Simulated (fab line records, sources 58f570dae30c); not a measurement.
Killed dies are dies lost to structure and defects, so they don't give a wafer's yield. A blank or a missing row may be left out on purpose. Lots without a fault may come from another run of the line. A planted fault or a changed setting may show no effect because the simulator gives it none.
Which tool did it? | flow berkeley_cmos170 | 14 lots, 42 wafers sampled, at 4 steps of a route of 331

WHAT THE GAUGES READ, wafer by wafer
UCB170_PLDD_CD_MEAS_06: target cd 1200 nm.
lot  | measured     | on        | cd_nm (nm)
L803 | day 7 09:01  | cd_sem-01 | 1199.5 1200.8 1200.7
L804 | day 7 21:50  | cd_sem-02 | 1198.7 1198.1 1197.3
L807 | day 8 12:44  | cd_sem-01 | 1196.9 1197.7 1197.9
L806 | day 8 12:54  | cd_sem-01 | 1200.1 1200.0 1198.8
L809 | day 8 16:42  | cd_sem-01 | 1199.3 1199.9 1200.9
L810 | day 8 16:17  | cd_sem-02 | 1199.8 1200.7 1200.8
L808 | day 8 17:14  | cd_sem-01 | 1199.3 1199.3 1199.8
L811 | day 8 16:35  | cd_sem-01 | 1201.5 1199.8 1199.0
L812 | day 9 09:10  | cd_sem-01 | 1200.5 1199.2 1200.5
L816 | day 10 06:55 | cd_sem-01 | 1198.1 1199.0 1199.6
L820 | day 11 04:01 | cd_sem-01 | 1197.5 1199.0 1198.3
L821 | day 11 04:20 | cd_sem-02 | 1199.8 1199.3 1200.7
L825 | day 11 17:54 | cd_sem-01 | 1201.8 1201.0 1200.3
L824 | day 11 18:10 | cd_sem-01 | 1201.2 1199.8 1199.5

UCB170_NSD_OVL_MEAS_07.
lot  | measured     | on         | NSD_OVL (nm)
L803 | day 7 19:59  | overlay-02 | -7 -17 -7
L804 | day 8 11:59  | overlay-01 | 2 2 -3
L807 | day 9 04:19  | overlay-02 | 2 -1 1
L806 | day 9 04:34  | overlay-01 | -11 -4 -5
L809 | day 9 05:21  | overlay-02 | -13 -9 -1
L810 | day 9 04:52  | overlay-02 | -1 -4 -1
L808 | day 9 05:07  | overlay-02 | 6 6 0
L811 | day 9 04:55  | overlay-01 | 1 -2 -3
L812 | day 9 21:56  | overlay-01 | 0 5 -5
L816 | day 10 22:01 | overlay-02 | 1 2 0
L820 | day 11 16:44 | overlay-02 | -11 -5 -4
L821 | day 11 17:32 | overlay-02 | -1 4 6
L825 | day 12 08:52 | overlay-02 | -1 -2 2
L824 | day 12 09:29 | overlay-02 | -3 -3 -1

UCB170_CONTACT_OVL_MEAS_16.
lot  | measured     | on         | CONTACT_OVL (nm)
L803 | day 8 04:17  | overlay-02 | 7 -1 8
L804 | day 8 20:14  | overlay-02 | 4 0 3
L807 | day 9 13:08  | overlay-01 | 9 4 1
L806 | day 9 13:13  | overlay-02 | -8 -6 -5
L809 | day 9 14:31  | overlay-01 | -5 -1 -1
L810 | day 9 13:17  | overlay-01 | 9 -1 6
L808 | day 9 14:24  | overlay-02 | -4 -3 -8
L811 | day 9 14:10  | overlay-01 | -6 -2 -4
L812 | day 10 06:42 | overlay-02 | -2 -5 -9
L816 | day 11 05:43 | overlay-01 | -2 -1 1
L820 | day 12 00:28 | overlay-01 | 0 -1 -3
L821 | day 12 02:28 | overlay-02 | -1 -2 -8
L825 | day 12 18:34 | overlay-01 | 7 7 3
L824 | day 12 18:34 | overlay-02 | 6 3 7

WHICH TOOL RAN EACH LOT (tool, then ch and the chambers of the sampled wafers, then the start)
lot  | UCB170_PWELL_IMPLANT_15
L803 | implanter-03 ch 0, day 3 09:22
L804 | implanter-01 ch 0, day 3 19:13
L807 | implanter-02 ch 0, day 4 03:57
L806 | implanter-01 ch 0, day 4 04:04
L809 | implanter-03 ch 0, day 4 18:11
L810 | implanter-03 ch 0, day 4 21:26
L808 | implanter-01 ch 0, day 4 21:41
L811 | implanter-02 ch 0, day 4 22:15
L812 | implanter-02 ch 0, day 5 06:16
L816 | implanter-03 ch 0, day 6 08:25
L820 | implanter-03 ch 0, day 6 22:24
L821 | implanter-03 ch 0, day 7 11:07
L825 | implanter-01 ch 0, day 8 00:13
L824 | implanter-02 ch 0, day 8 00:31
- UCB170_PWELL_IMPLANT_15

WHAT THE TOOLS THEMSELVES READ (means of the sampled wafers that have a number; where no wafer has one, the mark that the record gives instead)
UCB170_PWELL_IMPLANT_15.
lot  | tool         | beam_energy_keV | beam_on_s (s) | tilt_deg (degrees)
L803 | implanter-03 | 60.008          | 10.07         | 7.031
L804 | implanter-01 | 60.001          | 10.09         | 6.960
L807 | implanter-02 | 60.011          | 9.92          | 7.020
L806 | implanter-01 | 60.024          | 10.01         | 7.005
L809 | implanter-03 | 59.999          | 10.04         | 6.984
L810 | implanter-03 | 59.998          | 10.12         | 7.013
L808 | implanter-01 | 59.997          | 9.96          | 6.996
L811 | implanter-02 | 60.006          | 9.81          | 7.011
L812 | implanter-02 | 59.982          | 9.78          | 6.998
L816 | implanter-03 | 60.002          | 10.12         | 6.988
L820 | implanter-03 | 66.862          | 9.72          | 6.983
L821 | implanter-03 | 66.861          | 9.94          | 6.971
L825 | implanter-01 | 60.017          | 10.07         | 6.980
L824 | implanter-02 | 60.023          | 9.95          | 7.012

THE ANSWER, worked out from the rows above alone
Rule: what is usual is taken from the lots themselves. Put in order of their means at a reading, lots are off if they are a third of the lots or fewer, leave a main group of 4 or more, and stand apart from it by a gap of 3 or more times the standard deviation of the main group's means; of several such gaps the widest counts. A main group whose means are all the same, to the digits that the tables above print for the reading, isn't used. A lot without any number at a reading at which 4 lots or more have one is off too. The other lots that the step has rows for count as sound. The gauges are gone through in route order, then the tools' own readings, and for those a lot's mean is taken as printed above. The first step at which some lot is off is used, and at that step the reading that is off furthest; a lot without a number counts as furthest.
Off: L820, L821, at UCB170_PWELL_IMPLANT_15 (beam_energy_keV). The main group: mean 60.006, standard deviation 0.011.
A tool fits if, at that step or a process step before it, it ran every lot that is off, and no sound lot after the first of them. One fits: implanter-03 at UCB170_PWELL_IMPLANT_15. Its last sound lot is L816 (day 6 08:25), its first lot that is off L820 (day 6 22:24): a fault that began between those two fits.
The tool's own readings at UCB170_PWELL_IMPLANT_15 bear it out: on the lots that are off they differ by more than 5 times the standard deviation of the sound lots' means. beam_energy_keV reads 66.862 there against 60.006 on the sound lots.

WHAT THE SIMULATOR HAD PUT IN
Process parameter drift: implanter-03, from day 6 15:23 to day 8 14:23, at UCB170_PWELL_IMPLANT_15. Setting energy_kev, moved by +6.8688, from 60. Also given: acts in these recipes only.
Lots struck among those shown: L820, L821. The rule above found the same.
